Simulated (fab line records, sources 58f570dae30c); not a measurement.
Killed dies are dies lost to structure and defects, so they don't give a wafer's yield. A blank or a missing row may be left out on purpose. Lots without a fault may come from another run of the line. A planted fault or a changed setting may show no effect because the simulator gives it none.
Which tool did it? | flow berkeley_cmos170 | 14 lots, 42 wafers sampled, at 5 steps of a route of 331

WHAT THE GAUGES READ, wafer by wafer
UCB170_NWELL_TW_MEAS_16.
lot  | measured    | on            | NWELL_TW
L596 | day 2 01:26 | film_metro-03 | 1263 1270 1266
L597 | day 2 06:43 | film_metro-03 | 1268 1261 1264
L599 | day 3 02:13 | film_metro-02 | 1242 1241 1245
L600 | day 3 02:27 | film_metro-04 | 1265 1266 1254
L603 | day 3 20:44 | film_metro-03 | 1269 1271 1276
L605 | day 4 01:16 | film_metro-02 | 2079 2079 2072
L606 | day 4 11:20 | film_metro-03 | 2122 2114 2120
L608 | day 4 20:34 | film_metro-03 | 1260 1267 1273
L610 | day 5 04:38 | film_metro-03 | 1276 1264 1272
L613 | day 5 21:27 | film_metro-03 | 1265 1265 1264
L616 | day 6 12:13 | film_metro-03 | 1253 1260 1257
L617 | day 6 18:26 | film_metro-03 | 1258 1257 1260
L618 | day 6 22:54 | film_metro-02 | 1237 1240 1239
L619 | day 7 05:46 | film_metro-02 | 1246 1247 1245

UCB170_V1_CD_MEAS_90: target cd 700 nm.
lot  | measured     | on        | cd_nm (nm)
L596 | day 6 21:02  | cd_sem-01 | 697.0 698.1 698.2
L597 | day 7 09:37  | cd_sem-02 | 701.9 702.9 701.3
L599 | day 7 23:17  | cd_sem-01 | 700.7 700.6 699.2
L600 | day 7 23:29  | cd_sem-01 | 700.1 697.8 700.4
L603 | day 9 08:30  | cd_sem-01 | 699.4 699.7 699.5
L605 | day 9 08:35  | cd_sem-02 | 701.0 699.6 699.5
L606 | day 9 19:41  | cd_sem-02 | 697.9 698.1 697.3
L608 | day 10 18:21 | cd_sem-02 | 698.8 698.0 698.7
L610 | day 11 02:40 | cd_sem-02 | 697.3 697.2 696.8
L613 | day 11 03:01 | cd_sem-02 | 698.2 699.2 697.8
L616 | day 12 02:52 | cd_sem-02 | 700.2 700.0 700.8
L617 | day 12 03:11 | cd_sem-02 | 700.0 701.3 700.7
L618 | day 12 02:38 | cd_sem-02 | 699.5 698.7 698.6
L619 | day 13 00:52 | cd_sem-01 | 698.8 697.1 697.9

UCB170_V2_BOW_MEAS_03.
lot  | measured     | on            | V2_BOW (um)
L596 | day 7 00:10  | film_metro-02 | 42 46 46
L597 | day 7 12:56  | film_metro-01 | 44 43 36
L599 | day 8 03:07  | film_metro-02 | 41 52 39
L600 | day 8 03:25  | film_metro-03 | 47 46 32
L603 | day 9 11:45  | film_metro-02 | 39 38 47
L605 | day 9 12:02  | film_metro-01 | 38 45 43
L606 | day 9 22:56  | film_metro-03 | 34 44 32
L608 | day 10 22:11 | film_metro-03 | 33 42 34
L610 | day 11 06:45 | film_metro-02 | 40 36 52
L613 | day 11 07:28 | film_metro-03 | 38 32 35
L616 | day 12 06:58 | film_metro-02 | 54 55 34
L617 | day 12 07:38 | film_metro-02 | 43 26 43
L618 | day 12 06:40 | film_metro-01 | 39 45 45
L619 | day 13 06:52 | film_metro-03 | 50 46 45

WHICH TOOL RAN EACH LOT (tool, then ch and the chambers of the sampled wafers, then the start)
lot  | UCB170_NWELL_IMPLANT_14        | UCB170_PLDD_STRIP_10
L596 | implanter-01 ch 0, day 2 01:12 | plasma_asher-02 ch 0,1, day 5 19:01
L597 | implanter-01 ch 0, day 2 06:30 | plasma_asher-01 ch 0,1, day 6 05:20
L599 | implanter-01 ch 0, day 3 01:58 | plasma_asher-01 ch 0,1, day 6 19:27
L600 | implanter-01 ch 0, day 3 02:12 | plasma_asher-02 ch 0,1, day 6 19:57
L603 | implanter-03 ch 0, day 3 20:29 | plasma_asher-04 ch 0,1, day 7 22:53
L605 | implanter-01 ch 0, day 4 01:03 | plasma_asher-01 ch 0,1, day 7 23:11
L606 | implanter-01 ch 0, day 4 11:05 | plasma_asher-04 ch 0,1, day 8 12:04
L608 | implanter-03 ch 0, day 4 20:19 | plasma_asher-02 ch 0,1, day 9 04:13
L610 | implanter-02 ch 0, day 5 04:23 | plasma_asher-02 ch 0,1, day 9 16:02
L613 | implanter-03 ch 0, day 5 21:12 | plasma_asher-04 ch 0,1, day 9 20:22
L616 | implanter-03 ch 0, day 6 11:58 | plasma_asher-02 ch 0,1, day 10 22:11
L617 | implanter-03 ch 0, day 6 18:11 | plasma_asher-04 ch 0,1, day 10 22:33
L618 | implanter-03 ch 0, day 6 22:41 | plasma_asher-04 ch 0,1, day 10 23:04
L619 | implanter-03 ch 0, day 7 05:31 | plasma_asher-04 ch 0, day 11 15:21
- UCB170_NWELL_IMPLANT_14
- UCB170_PLDD_STRIP_10: strips in O2.

WHAT THE TOOLS THEMSELVES READ (means of the sampled wafers that have a number; where no wafer has one, the mark that the record gives instead)
UCB170_NWELL_IMPLANT_14.
lot  | tool         | dose_ions_cm2 | faraday_current_uA
L596 | implanter-01 | 1e+13         | 31.2
L597 | implanter-01 | 1e+13         | 31.7
L599 | implanter-01 | 1e+13         | 31.8
L600 | implanter-01 | 1e+13         | 31.6
L603 | implanter-03 | 1e+13         | 32.1
L605 | implanter-01 | 5e+13         | 158.8
L606 | implanter-01 | 5e+13         | 158.2
L608 | implanter-03 | 1e+13         | 31.4
L610 | implanter-02 | 1e+13         | 31.9
L613 | implanter-03 | 1e+13         | 32.2
L616 | implanter-03 | 1e+13         | 32.1
L617 | implanter-03 | 1e+13         | 31.6
L618 | implanter-03 | 1e+13         | 32.3
L619 | implanter-03 | 1e+13         | 32.1

UCB170_PLDD_STRIP_10.
lot  | tool            | chamber_pressure_mTorr (mTorr) | drypump_motor_current_A (A) | oes_product_au (a.u.) | strip_time_to_endpoint_s (s)
L596 | plasma_asher-02 | 3498                           | 5.3                         | 0.731                 | 21.38
L597 | plasma_asher-01 | 3498                           | 5.5                         | 0.729                 | 21.31
L599 | plasma_asher-01 | 3501                           | 6.1                         | 0.732                 | 21.33
L600 | plasma_asher-02 | 3497                           | 5.3                         | 0.736                 | 21.32
L603 | plasma_asher-04 | 3500                           | 5.9                         | 0.734                 | 21.35
L605 | plasma_asher-01 | 3502                           | 5.5                         | 0.730                 | 21.44
L606 | plasma_asher-04 | 3500                           | 5.9                         | 0.728                 | 21.28
L608 | plasma_asher-02 | 3499                           | 5.3                         | 0.735                 | 21.40
L610 | plasma_asher-02 | 3504                           | 5.3                         | 0.734                 | 21.30
L613 | plasma_asher-04 | 3499                           | 5.9                         | 0.730                 | 21.37
L616 | plasma_asher-02 | 3501                           | 5.3                         | 0.734                 | 21.36
L617 | plasma_asher-04 | 3498                           | 5.9                         | 0.733                 | 21.36
L618 | plasma_asher-04 | 3503                           | 5.9                         | 0.736                 | 21.32
L619 | plasma_asher-04 | 3500                           | 6.6                         | 0.735                 | 21.30

THE ANSWER, worked out from the rows above alone
Rule: what is usual is taken from the lots themselves. Put in order of their means at a reading, lots are off if they are a third of the lots or fewer, leave a main group of 4 or more, and stand apart from it by a gap of 3 or more times the standard deviation of the main group's means; of several such gaps the widest counts. A main group whose means are all the same, to the digits that the tables above print for the reading, isn't used. A lot without any number at a reading at which 4 lots or more have one is off too. The other lots that the step has rows for count as sound. The gauges are gone through in route order, then the tools' own readings, and for those a lot's mean is taken as printed above. The first step at which some lot is off is used, and at that step the reading that is off furthest; a lot without a number counts as furthest.
Off: L605, L606, at UCB170_NWELL_TW_MEAS_16 (NWELL_TW). The main group: mean 1259, standard deviation 11.
A tool fits if, at a process step before that reading, it ran every lot that is off, and no sound lot after the first of them. The gauges at UCB170_NWELL_TW_MEAS_16 aren't tried: what is off there is off at UCB170_NWELL_IMPLANT_14 too, on other tools, and a gauge's error can't cause that. One fits: implanter-01 at UCB170_NWELL_IMPLANT_14. Its last sound lot is L600 (day 3 02:12), its first lot that is off L605 (day 4 01:03): a fault that began between those two fits.
The tool's own readings at UCB170_NWELL_IMPLANT_14 bear it out: on the lots that are off they differ by more than 5 times the standard deviation of the sound lots' means. dose_ions_cm2 reads 5e+13 there against 1e+13 on the sound lots; faraday_current_uA reads 158.5 there against 31.8 on the sound lots.

WHAT THE SIMULATOR HAD PUT IN
Process parameter drift: implanter-01, from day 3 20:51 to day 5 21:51, at UCB170_NWELL_IMPLANT_14. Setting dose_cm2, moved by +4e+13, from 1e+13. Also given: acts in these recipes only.
Lots struck among those shown: L605, L606. The rule above found the same.
